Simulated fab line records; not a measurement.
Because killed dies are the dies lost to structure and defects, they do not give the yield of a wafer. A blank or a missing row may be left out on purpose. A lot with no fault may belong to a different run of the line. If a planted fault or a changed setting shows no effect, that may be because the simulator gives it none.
What tool caused it? ; flow ritCmos ; 15 lots, 45 wafers sampled, at 2 steps of a route of 202

## WHAT EACH GAUGE READ, for each wafer
RIT_PRETRO_TW_MEAS_10. Usual: PRETRO_TW typically reads 476, with standard deviation 3.1.
lot;measured;on;PRETRO_TW;flag
L935;day 2 09:44;filmMetro-01;474 477 477;
L936;day 2 15:41;filmMetro-04;477 474 477;
L937;day 2 22:53;filmMetro-01;480 476 476;
L938;day 3 06:51;filmMetro-01;474 474 476;
L941;day 3 18:10;filmMetro-01;473 476 475;
L943;day 4 00:54;filmMetro-01;477 476 478;
L945;day 4 10:23;filmMetro-03;473 471 473;
L946;day 4 14:33;filmMetro-04;480 481 478;
L948;day 5 01:27;filmMetro-01;476 475 477;
L949;day 5 05:29;filmMetro-03;471 469 470;
L950;day 5 11:25;filmMetro-04;524 527 526;OFF
L951;day 5 16:11;filmMetro-04;525 525 524;OFF
L952;day 5 21:04;filmMetro-01;525 524 524;OFF
L957;day 6 22:05;filmMetro-04;482 477 479;
L958;day 7 02:13;filmMetro-03;472 472 472;

## WHAT TOOL EACH LOT RAN ON (gives the tool, then ch and the chambers of the sampled wafers, and finally the start)
lot;RIT_PRETRO_IMPLANT_08
L935;implanter-03 ch 0, day 2 09:25
L936;implanter-03 ch 0, day 2 15:23
L937;implanter-01 ch 0, day 2 22:34
L938;implanter-02 ch 0, day 3 06:32
L941;implanter-02 ch 0, day 3 17:50
L943;implanter-03 ch 0, day 4 00:34
L945;implanter-02 ch 0, day 4 10:05
L946;implanter-03 ch 0, day 4 14:15
L948;implanter-01 ch 0, day 5 01:07
L949;implanter-03 ch 0, day 5 05:10
L950;implanter-03 ch 0, day 5 11:05
L951;implanter-03 ch 0, day 5 15:51
L952;implanter-03 ch 0, day 5 20:47
L957;implanter-02 ch 0, day 6 21:46
L958;implanter-01 ch 0, day 7 01:54
- RIT_PRETRO_IMPLANT_08

## AS READ BY THE TOOLS THEMSELVES (means over the sampled wafers that have a number; for cases with no such wafer, the mark the record gives instead)
RIT_PRETRO_IMPLANT_08. Usual: doseIonsCm2 1.1999e+13, standard deviation 1.3e+10; faradayCurrentUA 38.1, standard deviation 0.77.
lot;tool;doseIonsCm2;faradayCurrentUA;flag
L935;implanter-03;1.2000e+13;38.8;
L936;implanter-03;1.1989e+13;38.7;
L937;implanter-01;1.1980e+13;38.1;
L938;implanter-02;1.2003e+13;38.3;
L941;implanter-02;1.2004e+13;37.8;
L943;implanter-03;1.2010e+13;37.4;
L945;implanter-02;1.1988e+13;38.5;
L946;implanter-03;1.2001e+13;37.9;
L948;implanter-01;1.1993e+13;37.8;
L949;implanter-03;1.1990e+13;37.8;
L950;implanter-03;1.6319e+13;50.9;OFF
L951;implanter-03;1.6322e+13;52.7;OFF
L952;implanter-03;1.6324e+13;51.7;OFF
L957;implanter-02;1.2008e+13;37.9;
L958;implanter-01;1.1995e+13;38.5;

## THE ANSWER, worked out from the rows above alone
Rule: a lot is off if the mean of its wafers that have a number lies more than 3 standard deviations from the usual mean. A lot without any number at a reading at which 4 lots or more have one is off too. Where the step has rows for the other lots, those lots are counted as sound. Order of review: gauges by route order, followed by the tools' own readings, for which a lot's mean as printed above is used. The first step at which some lot is off is used, and at that step the reading that is off furthest; a lot without a number counts as furthest.
Off: L950, L951, L952, at RIT_PRETRO_TW_MEAS_10 (PRETRO_TW).
A tool fits if, at a process step before that reading, it ran every lot that is off, and no sound lot after the first of them. The gauges at RIT_PRETRO_TW_MEAS_10 aren't tried: what is off there is off at RIT_PRETRO_IMPLANT_08 too, on other tools, and a gauge's error can't cause that. One candidate fits, namely implanter-03 at RIT_PRETRO_IMPLANT_08. A fault onset in the window from L949 (day 5 05:10, its last sound lot) to L950 (day 5 11:05, its first lot off) fits.
The tool's own readings at RIT_PRETRO_IMPLANT_08 bear it out: on the lots that are off they differ by more than 5 times the standard deviation of the sound lots' means. doseIonsCm2 reads 1.6322e+13 there against 1.1997e+13 on the sound lots; faradayCurrentUA reads 51.8 there against 38.1 on the sound lots.

## WHAT THE SIMULATOR HAD INSERTED
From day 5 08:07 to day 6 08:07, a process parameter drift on implanter-03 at RIT_PRETRO_IMPLANT_08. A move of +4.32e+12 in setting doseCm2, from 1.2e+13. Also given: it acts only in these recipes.
Lots struck among those shown: L950, L951, L952. The rule above found the same.
